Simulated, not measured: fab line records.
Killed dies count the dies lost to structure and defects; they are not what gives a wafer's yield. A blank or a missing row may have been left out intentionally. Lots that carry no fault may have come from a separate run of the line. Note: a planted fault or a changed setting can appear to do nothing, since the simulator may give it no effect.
A lot that was struck, set against a sound lot || flow rit-cmos || 34 steps out of a route of 202
Sound: the wafers L248.2, L248.4, L248.6. Wafers struck: L257.1, L257.4, L257.5. The cause is named last.
Per side, at each step with rows, come the tool, then ch with its chambers, and then its first start. Under that, the readings that differ: sound wafers || struck wafers || difference of the means || sigmas: that difference in standard deviations of wafers without a fault.
alike: words and numbers the same on both sides, and readings whose means are apart by under 2 such deviations; not compared: readings that were withheld, readings missing a value for some wafer, numbers with overlapping values and no deviation given by the record, and bounds like >300 which may hide the same value.
Wherever a step has rows on one side only, a row that says differs or no value, or a row with sigmas, the two part there. Non-overlapping numbers with no deviation appear without sigmas and do not part them. A reading missing from all wafers of one side parts the sides only when that side holds two or more wafers.

first, 2 steps without rows for these wafers: RIT_SPACER_CLEAN_02 (cleans in SC2, time 600 s); RIT_SPACER_CVD_03 (deposits Si3N4 from SiH2Cl2/NH3, target thk 250 nm, time 3300 s).
RIT_SPACER_THK_MEAS_04:
  sound on film-metro-03, day 3 20:09; struck on film-metro-02, day 5 11:11
{"reading": "SPACER_NITRIDE_THK (nm)", "sound": "250.5 253.1 251.5", "struck": "246.2 246.3 246.8", "difference": -5.3, "sigmas": -2}
RIT_SPACER_ETCHBACK_05: etches Si3N4 in SF6/CHF3, stops on SiO2, target depth 250 nm, time 240 s.
  sound on rie-diel-03 ch 0,1, day 3 20:12; struck on rie-diel-02 ch 0,2, day 5 11:15
  alike: drypump-motor-current-A, oes-product-au, throttle-valve-pct
  not compared: rf-hours-counter-h
then, 6 steps without rows for these wafers: RIT_NSD_HMDS_00 (prime time 60 s); RIT_NSD_COAT_01 (resist thk 1000 nm); RIT_NSD_SOFTBAKE_02 (time 60 s); RIT_NSD_EXPOSE_03 (exposes mask M9, target cd 40700 nm); RIT_NSD_PEB_04; RIT_NSD_DEVELOP_05 (develop time 50 s).
RIT_NSD_OVL_MEAS_06:
  sound on overlay-01, day 3 21:23; struck on overlay-01, day 5 12:34
  alike: NSD_OVL
then, 1 step without rows for these wafers: RIT_NSD_HARDBAKE_07 (time 60 s).
RIT_NSD_IMPLANT_08:
  sound on implanter-02 ch 0, day 3 21:35; struck on implanter-03 ch 0, day 5 12:44
{"reading": "dose-ions-cm2", "sound": "1.0007e+15 1.0033e+15 1.0017e+15", "struck": "9.99e+13 1.003e+14 9.93e+13", "difference": -9.02e+14, "sigmas": "-99 or more"}
{"reading": "end-station-pressure-torr (Torr)", "sound": "7.6e-06 7.5e-06 7.5e-06", "struck": "5.3e-06 5.3e-06 5.2e-06", "difference": -2.3e-06, "sigmas": -6}
{"reading": "faraday-current-uA", "sound": "3167 3082 3129", "struck": "312 315 312", "difference": -2813, "sigmas": -44}
  alike: beam-energy-keV
RIT_NSD_STRIP_09: strips in O2, time 180 s.
  sound on plasma-asher-03 ch 0,1, day 3 21:43; struck on plasma-asher-03 ch 0,1, day 5 12:53
  alike: drypump-motor-current-A, rf-refl-power-W
  not compared: rf-hours-counter-h
RIT_NSD_TW_MEAS_10:
  sound on film-metro-01, day 3 21:53; struck on film-metro-04, day 5 13:04
{"reading": "NSD_TW", "sound": "3094 3090 3086", "struck": "1660 1637 1649", "difference": -1441, "sigmas": -42}
then, 6 steps without rows for these wafers: RIT_PSD_HMDS_00 (prime time 60 s); RIT_PSD_COAT_01 (resist thk 1000 nm); RIT_PSD_SOFTBAKE_02 (time 60 s); RIT_PSD_EXPOSE_03 (exposes mask M10, target cd 40900 nm); RIT_PSD_PEB_04; RIT_PSD_DEVELOP_05 (develop time 50 s).
RIT_PSD_OVL_MEAS_06:
  sound on overlay-02, day 3 23:02; struck on overlay-01, day 5 13:59
  alike: PSD_OVL
then, 2 steps without rows for these wafers: RIT_PSD_HARDBAKE_07 (time 60 s); RIT_PSD_IMPLANT_08.
RIT_PSD_STRIP_09: strips in O2, time 180 s.
  sound on plasma-asher-03 ch 0,1, day 3 23:23; struck on plasma-asher-03 ch 0,1, day 5 14:19
  alike: drypump-motor-current-A, rf-refl-power-W
  not compared: rf-hours-counter-h
RIT_PSD_TW_MEAS_10:
  sound on film-metro-04, day 3 23:34; struck on film-metro-01, day 5 14:29
  alike: PSD_TW
then, 3 steps without rows for these wafers: RIT_SDANNEAL_CLEAN_00 (cleans in SC1, time 600 s); RIT_SDANNEAL_CLEAN_01 (cleans in dHF, time 30 s); RIT_SDANNEAL_CLEAN_02 (cleans in SC2, time 600 s).
RIT_SDANNEAL_RTA_03: time 5 s.
  sound on rtp-anneal-02 ch 0, day 3 23:59; struck on rtp-anneal-02 ch 0, day 5 14:55
  alike: wafer_temp_C_max
RIT_SDANNEAL_RS_MEAS_04: measures by four-point-probe.
  sound on film-metro-04, day 4 00:04; struck on film-metro-03, day 5 14:59
  alike: PSD_RS
RIT_SDANNEAL_RS_MEAS_05: measures by four-point-probe.
  sound on film-metro-04, day 4 00:11; struck on film-metro-03, day 5 15:06
{"reading": "NSD_RS (ohm/sq)", "sound": "83.91 83.93 84.04", "struck": "491.10 497.46 496.00", "difference": "+410.89", "sigmas": "+99 or more"}
RIT_SDANNEAL_RS_MEAS_06: measures by four-point-probe.
  sound on film-metro-04, day 4 00:18; struck on film-metro-03, day 5 15:13
  alike: PLDD_RS
RIT_M1_PROBE_99:
  sound on prober-02, day 4 08:24; struck on prober-02, day 5 22:38
  alike: killed-at-contacts, killed-at-front-end, killed-dies, killed-open, killed-short

WHERE THEY PART
Earliest at RIT_SPACER_THK_MEAS_04; latest, in this record, at RIT_SDANNEAL_RS_MEAS_05. Later steps at which nothing parts them and some readings are alike: RIT_SDANNEAL_RS_MEAS_06, RIT_M1_PROBE_99.

WHY: whatever the simulator had introduced
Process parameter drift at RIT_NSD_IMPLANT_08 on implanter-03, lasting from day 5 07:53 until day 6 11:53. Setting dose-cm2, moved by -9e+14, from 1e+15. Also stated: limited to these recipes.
